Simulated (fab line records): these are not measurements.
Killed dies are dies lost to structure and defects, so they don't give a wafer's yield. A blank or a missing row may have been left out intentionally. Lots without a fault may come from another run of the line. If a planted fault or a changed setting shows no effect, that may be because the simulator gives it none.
Which tool was responsible?    flow rit-cmos    45 wafers from 15 lots sampled at 5 of the route's 202 steps

== WHAT EACH GAUGE READ, for each wafer ==
RIT_CONTACT_OVL_MEAS_09.
lot   measured     on          CONTACT_OVL (nm)
L433  day 3 09:22  overlay-01  -0.1 -0.6 1.1
L434  day 3 18:28  overlay-01  0.7 1.8 1.6
L436  day 4 02:49  overlay-02  168.4 167.9 167.2
L438  day 4 18:40  overlay-01  167.1 167.0 167.2
L441  day 5 17:38  overlay-01  168.4 169.1 169.8
L443  day 6 12:14  overlay-02  -0.9 0.0 -0.2
L445  day 6 15:53  overlay-01  -2.5 -0.7 -2.7
L447  day 6 22:31  overlay-02  -3.2 -2.2 -0.9
L450  day 7 07:13  overlay-01  -1.2 0.2 -0.5
L451  day 7 18:57  overlay-01  0.8 0.2 -0.6
L452  day 7 19:32  overlay-02  -1.2 -1.1 -1.0
L453  day 7 20:17  overlay-01  -0.3 1.1 -0.1
L454  day 8 04:13  overlay-02  -3.1 -2.2 -1.7
L456  day 8 08:23  overlay-02  -2.2 -0.9 -1.7
L455  day 8 09:25  overlay-01  -2.2 -1.1 -3.0

== WHICH TOOL RAN EACH LOT (tool, then ch and the chambers of the sampled wafers, then the start) ==
lot   RIT_SDANNEAL_RTA_03              RIT_SILICIDE_RTA_04              RIT_SILICIDE_RTA_06              RIT_CONTACT_EXPOSE_05
L433  rtp-anneal-02 ch 0, day 3 07:07  rtp-anneal-01 ch 0, day 3 08:00  rtp-anneal-02 ch 0, day 3 08:07  iline-stepper-02 ch 0, day 3 08:44
L434  rtp-anneal-01 ch 0, day 3 16:07  rtp-anneal-02 ch 0, day 3 17:02  rtp-anneal-01 ch 0, day 3 17:10  iline-stepper-02 ch 0, day 3 17:51
L436  rtp-anneal-01 ch 0, day 4 00:34  rtp-anneal-02 ch 0, day 4 01:26  rtp-anneal-01 ch 0, day 4 01:33  iline-stepper-02 ch 0, day 4 02:11
L438  rtp-anneal-01 ch 0, day 4 16:17  rtp-anneal-02 ch 0, day 4 17:10  rtp-anneal-01 ch 0, day 4 17:17  iline-stepper-02 ch 0, day 4 18:02
L441  rtp-anneal-02 ch 0, day 5 14:52  rtp-anneal-01 ch 0, day 5 15:44  rtp-anneal-02 ch 0, day 5 15:51  iline-stepper-02 ch 0, day 5 16:59
L443  rtp-anneal-02 ch 0, day 6 09:28  rtp-anneal-01 ch 0, day 6 10:22  rtp-anneal-02 ch 0, day 6 10:28  iline-stepper-01 ch 0, day 6 11:14
L445  rtp-anneal-01 ch 0, day 6 13:18  rtp-anneal-01 ch 0, day 6 14:11  rtp-anneal-02 ch 0, day 6 14:17  iline-stepper-01 ch 0, day 6 14:55
L447  rtp-anneal-01 ch 0, day 6 20:08  rtp-anneal-01 ch 0, day 6 21:01  rtp-anneal-02 ch 0, day 6 21:08  iline-stepper-01 ch 0, day 6 21:54
L450  rtp-anneal-01 ch 0, day 7 04:35  rtp-anneal-01 ch 0, day 7 05:29  rtp-anneal-01 ch 0, day 7 05:38  iline-stepper-01 ch 0, day 7 06:23
L451  rtp-anneal-02 ch 0, day 7 16:32  rtp-anneal-02 ch 0, day 7 17:25  rtp-anneal-01 ch 0, day 7 17:32  iline-stepper-01 ch 0, day 7 18:20
L452  rtp-anneal-01 ch 0, day 7 17:17  rtp-anneal-01 ch 0, day 7 18:10  rtp-anneal-02 ch 0, day 7 18:16  iline-stepper-01 ch 0, day 7 18:55
L453  rtp-anneal-02 ch 0, day 7 18:01  rtp-anneal-01 ch 0, day 7 18:55  rtp-anneal-02 ch 0, day 7 19:01  iline-stepper-01 ch 0, day 7 19:40
L454  rtp-anneal-01 ch 0, day 8 01:58  rtp-anneal-02 ch 0, day 8 02:51  rtp-anneal-01 ch 0, day 8 02:58  iline-stepper-01 ch 0, day 8 03:35
L456  rtp-anneal-02 ch 0, day 8 06:08  rtp-anneal-01 ch 0, day 8 07:01  rtp-anneal-02 ch 0, day 8 07:07  iline-stepper-01 ch 0, day 8 07:45
L455  rtp-anneal-01 ch 0, day 8 07:10  rtp-anneal-02 ch 0, day 8 08:04  rtp-anneal-01 ch 0, day 8 08:10  iline-stepper-01 ch 0, day 8 08:49
- RIT_SDANNEAL_RTA_03: time 5 s.
- RIT_SILICIDE_RTA_04: time 10 s, ramp up 5 s, ramp down 5 s.
- RIT_SILICIDE_RTA_06: time 10 s, ramp up 5 s, ramp down 10 s.
- RIT_CONTACT_EXPOSE_05: exposes mask M11, target cd 1000 nm.

== WHAT THE TOOLS THEMSELVES READ (means of the sampled wafers that have a number; where no wafer has one, the mark that the record gives instead) ==
RIT_SDANNEAL_RTA_03.
lot   tool           wafer_temp_C_max
L433  rtp-anneal-02  1054.6
L434  rtp-anneal-01  1053.0
L436  rtp-anneal-01  1053.8
L438  rtp-anneal-01  1053.7
L441  rtp-anneal-02  1053.3
L443  rtp-anneal-02  1053.0
L445  rtp-anneal-01  1053.7
L447  rtp-anneal-01  1054.2
L450  rtp-anneal-01  1053.5
L451  rtp-anneal-02  1053.3
L452  rtp-anneal-01  1054.3
L453  rtp-anneal-02  1053.1
L454  rtp-anneal-01  1054.9
L456  rtp-anneal-02  1052.5
L455  rtp-anneal-01  1053.5

RIT_SILICIDE_RTA_04.
lot   tool           wafer_temp_C_max
L433  rtp-anneal-01  651.7
L434  rtp-anneal-02  653.5
L436  rtp-anneal-02  653.0
L438  rtp-anneal-02  654.9
L441  rtp-anneal-01  651.9
L443  rtp-anneal-01  651.9
L445  rtp-anneal-01  651.5
L447  rtp-anneal-01  651.8
L450  rtp-anneal-01  651.4
L451  rtp-anneal-02  653.8
L452  rtp-anneal-01  651.4
L453  rtp-anneal-01  651.4
L454  rtp-anneal-02  653.7
L456  rtp-anneal-01  651.8
L455  rtp-anneal-02  654.1

RIT_SILICIDE_RTA_06.
lot   tool           wafer_temp_C_max
L433  rtp-anneal-02  754.9
L434  rtp-anneal-01  751.8
L436  rtp-anneal-01  752.1
L438  rtp-anneal-01  751.8
L441  rtp-anneal-02  755.5
L443  rtp-anneal-02  754.4
L445  rtp-anneal-02  755.3
L447  rtp-anneal-02  754.9
L450  rtp-anneal-01  751.6
L451  rtp-anneal-01  751.9
L452  rtp-anneal-02  753.9
L453  rtp-anneal-02  754.8
L454  rtp-anneal-01  751.7
L456  rtp-anneal-02  754.3
L455  rtp-anneal-01  751.5

== THE ANSWER, worked out from the rows above alone ==
Rule: usual is defined by the lots themselves. Put in order of their means at a reading, lots are off if they are a third of the lots or fewer, leave a main group of 4 or more, and stand apart from it by a gap of 3 or more times the standard deviation of the main group's means; of several such gaps the widest counts. A main group is skipped when, at the precision printed for the reading in the tables above, its means are all equal. Also off: a lot with no number at a reading for which 4 or more lots have one. Where the step has rows for the other lots, those lots are counted as sound. First the gauges in route order, then the tools' own readings, where a lot's mean is used as printed above. At the first step where some lot is off, the reading lying furthest off is the one used; lots without a number count as furthest.
Off: L436, L438, L441, seen at RIT_CONTACT_OVL_MEAS_09 (CONTACT_OVL). For the main group the mean is -0.9 nm and the standard deviation 1.1.
A tool fits if, at a process step before that reading, it ran every lot that is off, and no sound lot after the first of them. The gauges at RIT_CONTACT_OVL_MEAS_09 are tried like those tools. One candidate fits, namely iline-stepper-02 at RIT_CONTACT_EXPOSE_05. A fault onset in the window from L434 (day 3 17:51, its last sound lot) to L436 (day 4 02:11, its first lot off) fits.

== WHAT THE SIMULATOR HAD PUT IN ==
Scanner matching overlay: iline-stepper-02, from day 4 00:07 on, at RIT_CONTACT_EXPOSE_05. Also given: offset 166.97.
Struck lots among those shown: L436, L438, L441. The rule above found the same.
